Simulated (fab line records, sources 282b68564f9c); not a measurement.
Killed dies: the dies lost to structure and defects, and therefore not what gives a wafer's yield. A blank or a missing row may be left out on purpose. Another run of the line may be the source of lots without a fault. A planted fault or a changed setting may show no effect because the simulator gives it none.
Lot-split experiment -- flow rit cmos -- 23 wafers read from 5 lots, route of 202 steps

== ON THE SPLIT ==
At RIT_M1_SPUTTER_00 (material Al, target thk 400 nm, time 500 s), the setting time s was moved away from the recipe's 500 s on 9 of the 23 wafers read, by -6.1% to +9.9%. For the rest of the wafers, this setting stayed at what the recipe calls for.

== FROM THE SPLIT TO THE READING: what the file shows between them, 4 steps ==
- RIT_M1_RS_MEAS_01: measures by four-point-probe
- RIT_M1_THK_MEAS_02: measures by xrf
- RIT_M1_DEVELOP_08: develop time 68 s (also split here: dev temp c)
- RIT_M1_HARDBAKE_11: time 120 s

== THE READING ==
oes product au, in a.u., at RIT_M1_METAL_ETCH_12 (etches Al in Cl2/BCl3, stops on SiO2, time 165 s, target depth 600 nm). Fault-free wafers of this fab line usually give 0.778 a.u., standard deviation 0.014 a.u.

wafer,"tool, chamber at the split","time s as run, s",against the recipe,"oes product au, a.u.",against lot-mates on the recipe
L074.1,"pvd sputter-04, -",469.4,-6.1%,0.742,-0.043
L074.2,"pvd sputter-04, -",469.4,-6.1%,0.756,-0.029
L074.3,"pvd sputter-04, -",500,recipe,0.793,-
L074.4,"pvd sputter-04, -",500,recipe,0.774,-
L074.6,"pvd sputter-04, -",500,recipe,0.788,-
L077.1,"pvd sputter-04, -",500,recipe,0.809,-
L077.2,"pvd sputter-04, -",533.7,+6.7%,0.826,+0.028
L077.4,"pvd sputter-04, -",500,recipe,0.793,-
L077.5,"pvd sputter-04, -",533.7,+6.7%,0.836,+0.038
L077.6,"pvd sputter-04, -",500,recipe,0.791,-
L078.1,"pvd sputter-02, -",500,recipe,0.761,-
L078.2,"pvd sputter-02, -",500,recipe,0.763,-
L078.6,"pvd sputter-02, -",500,recipe,0.769,-
L080.1,"pvd sputter-01, -",523.4,+4.7%,0.806,+0.016
L080.2,"pvd sputter-01, -",523.4,+4.7%,0.807,+0.017
L080.3,"pvd sputter-01, -",500,recipe,0.801,-
L080.4,"pvd sputter-01, -",523.4,+4.7%,0.813,+0.022
L080.5,"pvd sputter-01, -",500,recipe,0.780,-
L084.1,"pvd sputter-02, -",549.7,+9.9%,0.809,+0.028
L084.2,"pvd sputter-02, -",500,recipe,0.785,-
L084.3,"pvd sputter-02, -",549.7,+9.9%,0.821,+0.040
L084.4,"pvd sputter-02, -",500,recipe,0.785,-
L084.6,"pvd sputter-02, -",500,recipe,0.774,-

FIT RESULTS
A straight line over all 23 wafers: oes product au changes by +0.00478 a.u. for each +1% of time s; r = +0.83; the points scatter about the line by 0.014 a.u.
The same after taking each lot's own level away (the mean of its wafers on the recipe; 23 wafers): +0.00436 a.u. for each +1%; r = +0.92; scatter 0.0079 a.u.
According to that fit, moving time s by its largest amount changes the reading by 0.043 a.u.
Across the lots, their own levels run from 0.7643 to 0.7977 a.u., a range of 2.4 times the standard deviation given above.
Consequently the slope shifts little with the lot-to-lot level, the two slopes agreeing.
Check: for one of the wafers moved furthest among these (+9.9%), held out of the fit, the line's prediction against its lot-mates is +0.046 a.u. It came out at +0.0277 a.u. against them.

== FURTHER SPLITS ON THESE WAFERS ==
Note: prior to the reading, these wafers also went through further splits. Each is held against what the fit with the lots' levels taken away leaves over:
other split on the same wafers,wafers away from the commonest value,r with oes product au (lot level and that fit taken away)
RIT_M1_DEVELOP_08 dev temp c,8,-0.28

== THE WHOLE CHAIN: every reading that the file lists as answering this split, in the file's order ==
step,what it does,reading,change (the file's fit),r (the file's)
RIT_M1_SPUTTER_00,"material Al, target thk 400 nm, time 500 s","Al_of_M1_SPUTTER_00.thk nm (the simulator's own value, which no gauge read)",+4.35 nm for each +1% of the setting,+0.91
RIT_M1_RS_MEAS_01,measures by four-point-probe,M1_AL_RS,-0.000778 for each +1% of the setting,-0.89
RIT_M1_THK_MEAS_02,measures by xrf,M1_AL_THK,+4.37 for each +1% of the setting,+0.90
RIT_M1_METAL_ETCH_12,"etches Al in Cl2/BCl3, stops on SiO2, time 165 s, target depth 600 nm",oes product au,+0.00427 a.u. for each +1% of the setting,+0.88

== THE FILE'S OWN FIT ==
oes product au changes by +0.00427 a.u. for each +1% of time s, r = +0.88.
